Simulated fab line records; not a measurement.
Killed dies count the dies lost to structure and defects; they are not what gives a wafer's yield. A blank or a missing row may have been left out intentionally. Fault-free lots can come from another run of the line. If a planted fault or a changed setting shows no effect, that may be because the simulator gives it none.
2 desks, one fault ; flow berkeley cmos170 ; every desk sees just its own numbers, and what lay behind them comes last

THE METROLOGY DESK
Means of the sampled wafers that have a number, per lot and without regard to the tool the lot ran on: this is what the gauges read. Any lot whose mean is over 4 standard deviations away from the usual mean is out of limits and marked OUT; that distance is given in the brackets.
Columns: A = PLDD_RS at UCB170_SDANNEAL_RS_MEAS_04, usual 1031.0 ohm/sq
lot;first seen here;A
L295;day 7 23:12;1026.8
L297;day 8 08:29;1034.1
L296;day 8 09:13;1031.5
L298;day 8 21:35;1031.2
L299;day 8 22:04;1035.9
L300;day 9 14:50;1030.4
L301;day 9 14:50;1030.6
L308;day 11 09:22;1030.1
L312;day 12 06:43;1035.4
L314;day 12 08:31;1029.9
L316;day 14 00:12;1032.9
L318;day 14 08:48;1030.6
Finding of this desk: none of the 12 lots has anything out of limits.

TOOL OWNER'S DESK, implanter-04
The tool's own readings at UCB170_PLDD_IMPLANT_08, given as means over the sampled wafers that have a number, one for each lot that went through this tool. Any lot whose mean is over 4 standard deviations away from the usual mean is out of limits and marked OUT; that distance is given in the brackets.
Columns: A = tilt deg at UCB170_PLDD_IMPLANT_08, usual 6.999 degrees
lot;first seen here;A
L295;day 7 04:42;6.993
L297;day 7 15:56;6.970
L304;day 9 16:11;8.066 (+56) OUT
L306;day 10 11:46;8.076 (+57) OUT
This desk's verdict: out of limits on L304, L306, starting with L304 at day 9 16:11 (tilt deg at UCB170_PLDD_IMPLANT_08). In limits: L295, L297.

PUT TOGETHER
An alarm could have come from the tool owner's desk at day 9 16:11, on L304, L306.
Nothing out of limits was seen by the metrology desk.
The metrology desk has no number on record for L304, L306.
UCB170_PLDD_IMPLANT_08 was run on implanter-04 by each of the lots named.

WHAT HAD BEEN PUT IN BY THE SIMULATOR
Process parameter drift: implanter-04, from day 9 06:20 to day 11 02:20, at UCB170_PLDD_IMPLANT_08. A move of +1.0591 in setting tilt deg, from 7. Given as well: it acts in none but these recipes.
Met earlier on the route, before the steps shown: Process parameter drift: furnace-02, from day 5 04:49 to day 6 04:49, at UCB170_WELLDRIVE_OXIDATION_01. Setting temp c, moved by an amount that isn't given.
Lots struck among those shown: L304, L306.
Delay in hours, fault start to first out-of-limits reading, by desk: the tool owner's desk at 10.
